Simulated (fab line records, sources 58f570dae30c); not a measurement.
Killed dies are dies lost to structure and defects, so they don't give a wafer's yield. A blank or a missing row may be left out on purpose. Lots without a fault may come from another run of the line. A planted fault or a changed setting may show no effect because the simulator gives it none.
Which tool did it? | flow berkeley_cmos170 | 14 lots, 42 wafers sampled, at 3 steps of a route of 331

WHAT THE GAUGES READ, wafer by wafer
UCB170_M3_THK_MEAS_03: measures by xrf.
lot  | measured     | on            | M3_AL_THK (nm)
L157 | day 10 01:44 | film_metro-01 | 896 913 906
L158 | day 10 02:43 | film_metro-02 | 896 900 906
L156 | day 10 06:05 | film_metro-03 | 894 895 900
L160 | day 10 16:59 | film_metro-03 | 898 889 898
L161 | day 10 20:25 | film_metro-02 | 893 887 892
L162 | day 10 22:02 | film_metro-02 | 884 884 882
L163 | day 10 20:44 | film_metro-01 | 909 900 910
L168 | day 11 19:17 | film_metro-03 | 888 884 890
L167 | day 11 20:54 | film_metro-02 | 882 889 887
L169 | day 11 22:31 | film_metro-02 | 897 906 893
L174 | day 12 22:51 | film_metro-03 | 887 879 877
L173 | day 13 00:47 | film_metro-02 | 900 898 893
L176 | day 13 06:34 | film_metro-03 | 911 903 914
L175 | day 13 07:42 | film_metro-03 | 890 899 882

WHICH TOOL RAN EACH LOT (tool, then ch and the chambers of the sampled wafers, then the start)
lot  | UCB170_V1_CVD_00                | UCB170_V2_CVD_00
L157 | pecvd-03 ch 0,1, day 9 13:49    | pecvd-02 ch 0,1,2, day 9 22:14
L158 | pecvd-04 ch 0,2, day 9 17:34    | pecvd-03 ch 0,1,2, day 9 23:38
L156 | pecvd-03 ch 0,1, day 9 18:54    | pecvd-02 ch 0,1,2, day 10 00:58
L160 | pecvd-04 ch 0,2, day 10 06:40   | pecvd-02 ch 0,1, day 10 13:48
L161 | pecvd-01 ch 1,2, day 10 08:01   | pecvd-03 ch 0,1, day 10 17:48
L162 | pecvd-03 ch 0,1, day 10 08:05   | pecvd-03 ch 0,1, day 10 18:49
L163 | pecvd-01 ch 1,2, day 10 09:20   | pecvd-01 ch 1,2, day 10 17:56
L168 | pecvd-04 ch 0,2, day 11 11:02   | pecvd-03 ch 0,1,2, day 11 16:09
L167 | pecvd-01 ch 0,1, day 11 12:47   | pecvd-02 ch 0,1, day 11 17:45
L169 | pecvd-03 ch 0,1, day 11 14:08   | pecvd-01 ch 0,1,2, day 11 19:31
L174 | pecvd-03 ch 0,2, day 12 15:02   | pecvd-02 ch 0,2, day 12 20:17
L173 | pecvd-03 ch 1,2, day 12 16:22   | pecvd-03 ch 0,2, day 12 21:52
L176 | pecvd-04 ch 0,1, day 12 22:23   | pecvd-02 ch 0,1, day 13 03:32
L175 | pecvd-01 ch 0,1,2, day 12 23:48 | pecvd-01 ch 0,1,2, day 13 04:56
- UCB170_V1_CVD_00: deposits SiO2 from TEOS/O2, target thk 2000 nm, time 250 s.
- UCB170_V2_CVD_00: deposits SiO2 from TEOS/O2, target thk 2000 nm, time 250 s.

WHAT THE TOOLS THEMSELVES READ (means of the sampled wafers that have a number; where no wafer has one, the mark that the record gives instead)
UCB170_V1_CVD_00.
lot  | tool     | heater_power_w (W) | pressure_mtorr (mTorr)
L157 | pecvd-03 | 187                | 9012
L158 | pecvd-04 | 286                | 9014
L156 | pecvd-03 | 168                | 8995
L160 | pecvd-04 | 303                | 8988
L161 | pecvd-01 | 228                | 9003
L162 | pecvd-03 | 165                | 9015
L163 | pecvd-01 | 197                | 8983
L168 | pecvd-04 | 298                | 9022
L167 | pecvd-01 | 185                | 8995
L169 | pecvd-03 | 149                | 8987
L174 | pecvd-03 | 172                | 9005
L173 | pecvd-03 | 204                | 9004
L176 | pecvd-04 | 256                | 8995
L175 | pecvd-01 | 225                | 9001

UCB170_V2_CVD_00.
lot  | tool     | heater_power_w (W) | pressure_mtorr (mTorr)
L157 | pecvd-02 | 280                | 8991
L158 | pecvd-03 | 193                | 8996
L156 | pecvd-02 | 252                | 9008
L160 | pecvd-02 | 299                | 9000
L161 | pecvd-03 | 158                | 8998
L162 | pecvd-03 | 170                | 8991
L163 | pecvd-01 | 181                | 8997
L168 | pecvd-03 | 208                | 8997
L167 | pecvd-02 | 251                | 9009
L169 | pecvd-01 | 191                | 8997
L174 | pecvd-02 | 250                | 9009
L173 | pecvd-03 | 204                | 8996
L176 | pecvd-02 | 293                | 8984
L175 | pecvd-01 | 194                | 9017

THE ANSWER, worked out from the rows above alone
Rule: what is usual is taken from the lots themselves. Put in order of their means at a reading, lots are off if they are a third of the lots or fewer, leave a main group of 4 or more, and stand apart from it by a gap of 3 or more times the standard deviation of the main group's means; of several such gaps the widest counts. A main group whose means are all the same, to the digits that the tables above print for the reading, isn't used. A lot without any number at a reading at which 4 lots or more have one is off too. The other lots that the step has rows for count as sound. The gauges are gone through in route order, then the tools' own readings, and for those a lot's mean is taken as printed above. The first step at which some lot is off is used, and at that step the reading that is off furthest; a lot without a number counts as furthest.
No lot is off at any reading shown: from this, nothing can be told.

WHAT THE SIMULATOR HAD PUT IN
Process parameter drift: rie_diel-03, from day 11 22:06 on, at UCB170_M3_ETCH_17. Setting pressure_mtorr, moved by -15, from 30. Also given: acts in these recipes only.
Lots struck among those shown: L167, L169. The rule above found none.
